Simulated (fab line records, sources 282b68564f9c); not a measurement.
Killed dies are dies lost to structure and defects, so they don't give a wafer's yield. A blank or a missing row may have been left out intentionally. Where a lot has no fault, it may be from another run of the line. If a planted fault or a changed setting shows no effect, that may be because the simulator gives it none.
fab line records ; flow rit_cmos
record lots=5; wafers=27
route steps=202 shown FOX1@20
start_h: hours from the record's opening day to when the first of the lot's shown wafers began ; wait_h: hours from the lot's prior step to this one ; " unchanged from the row above ; L1.1+2: a row that stands for several wafers ; - no value present, or no start provided ; * or withheld: withheld ; < > ~ a bound
route shown NAME@n: names a module that has steps shown in the file, with the first one's number in the route ; usual: mean/standard deviation of fault-free wafers ; same: alike in all rows ; chamber/n: place in a boat ; sites: readings site by site ; _std_site: their standard deviation ; _edge_site: the outer-site mean with the inner-site mean subtracted ; radius_mm: how far each site lies from the wafer's centre ; mask NAME#n: copy n ; behind: the last tool/chamber to shape the wafer ; hold: the reason the lot was held/the length of the hold in hours/how it ended ; device: transistor that didn't switch, given as n, p or np ; end of line: the route-end tests of the same wafers ; step lacking rows: just its recipe ; killed: at the first sort, the dies lost to defects and structure; wafer yield is something else ; map: a wafer's dies, marking killed ones x, the rest . and places with no die _
set.NAME: setting as actually run; set.NAME@STEP: the setting as run at that earlier step ; model.NAME: the simulator's own value behind a step, which no gauge read
one table per step and one row per wafer, for lots whose settings were changed on purpose
## steps
# step RIT_FOX1_OXIDATION_00
# recipe temp_c=1100; ambient=H2O; target_thk_a=3507; p_h2o_torr=720; ox_time_s=1130
lot.wafer;tool;chamber;start_h;wait_h;set.ox_time_s;model.SiO2_of_FOX1_OXIDATION_00.thk_nm
L074.1;-;-;-;0.0;619.5;247.2
L074.2;-;-;-;0.0;619.5;246.2
L074.3;-;-;-;0.0;619.5;242.2
L074.4;-;-;-;0.0;619.5;251.5
L074.5;-;-;-;0.0;619.5;245.2
L074.6;-;-;-;0.0;619.5;248
L077.1;-;-;-;0.0;907.5;309.5
L077.2;-;-;-;0.0;907.5;310.8
L077.3;-;-;-;0.0;907.5;313.2
L077.4;-;-;-;0.0;907.5;311.7
L077.5;-;-;-;0.0;907.5;306.9
L077.6;-;-;-;0.0;907.5;308.6
L078.1;furnace-04;0;35.82;0.2;1130;348.1
L078.2;furnace-04;0;35.82;0.2;1130;344.3
L078.5;furnace-04;0;35.82;0.2;1130;345.8
L081.1;-;-;-;0.0;831.7;274.3
L081.2+4;-;-;-;0.0;831.7;276.3
L081.3;-;-;-;0.0;831.7;278.4
L081.5;-;-;-;0.0;831.7;275.7
L081.6;-;-;-;0.0;831.7;272.3
L083.1;-;-;-;0.2;711.9;264.7
L083.2;-;-;-;0.2;711.9;264.8
L083.3;-;-;-;0.2;711.9;262.7
L083.4;-;-;-;0.2;711.9;268.2
L083.5+6;-;-;-;0.2;711.9;267.8
# step RIT_FOX1_THK_MEAS_01
# recipe reads=SiO2_of_FOX1_OXIDATION_00
# usual FOX1_OXIDE_THK=350/6.1
lot.wafer;tool;chamber;start_h;wait_h;set.ox_time_s@FOX1_OXIDATION_00;FOX1_OXIDE_THK[nm]
L074.1;film_metro-02;-;-;-;619.5;247
L074.2;film_metro-02;-;-;-;619.5;246
L074.3;film_metro-02;-;-;-;619.5;242
L074.4;film_metro-02;-;-;-;619.5;252
L074.5;film_metro-02;-;-;-;619.5;245
L074.6;film_metro-02;-;-;-;619.5;248
L077.1;film_metro-04;-;-;-;907.5;310
L077.2;film_metro-04;-;-;-;907.5;311
L077.3;film_metro-04;-;-;-;907.5;313
L077.4;film_metro-04;-;-;-;907.5;312
L077.5;film_metro-04;-;-;-;907.5;307
L077.6;film_metro-04;-;-;-;907.5;309
L078.1;film_metro-01;-;37.13;0.0;1130;348
L078.2;film_metro-01;-;37.13;0.0;1130;344
L078.5;film_metro-01;-;37.13;0.0;1130;346
L081.1;film_metro-01;-;-;-;831.7;274
L081.2;film_metro-01;-;-;-;831.7;276
L081.3;film_metro-01;-;-;-;831.7;278
L081.4;film_metro-01;-;-;-;831.7;277
L081.5;film_metro-01;-;-;-;831.7;276
L081.6;film_metro-01;-;-;-;831.7;272
L083.1;film_metro-01;-;-;-;711.9;265
L083.2;film_metro-01;-;-;-;711.9;265
L083.3;film_metro-01;-;-;-;711.9;263
L083.4;film_metro-01;-;-;-;711.9;268
L083.5;film_metro-01;-;-;-;711.9;268
L083.6;film_metro-01;-;-;-;711.9;268
## key
split step=RIT_FOX1_OXIDATION_00; setting=ox_time_s; stated=1130; by=lot
response step=RIT_FOX1_OXIDATION_00; reading=model.SiO2_of_FOX1_OXIDATION_00.thk_nm; change=+2.23; per=1%; r=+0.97
response step=RIT_FOX1_THK_MEAS_01; reading=FOX1_OXIDE_THK; change=+2.23; per=1%; r=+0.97
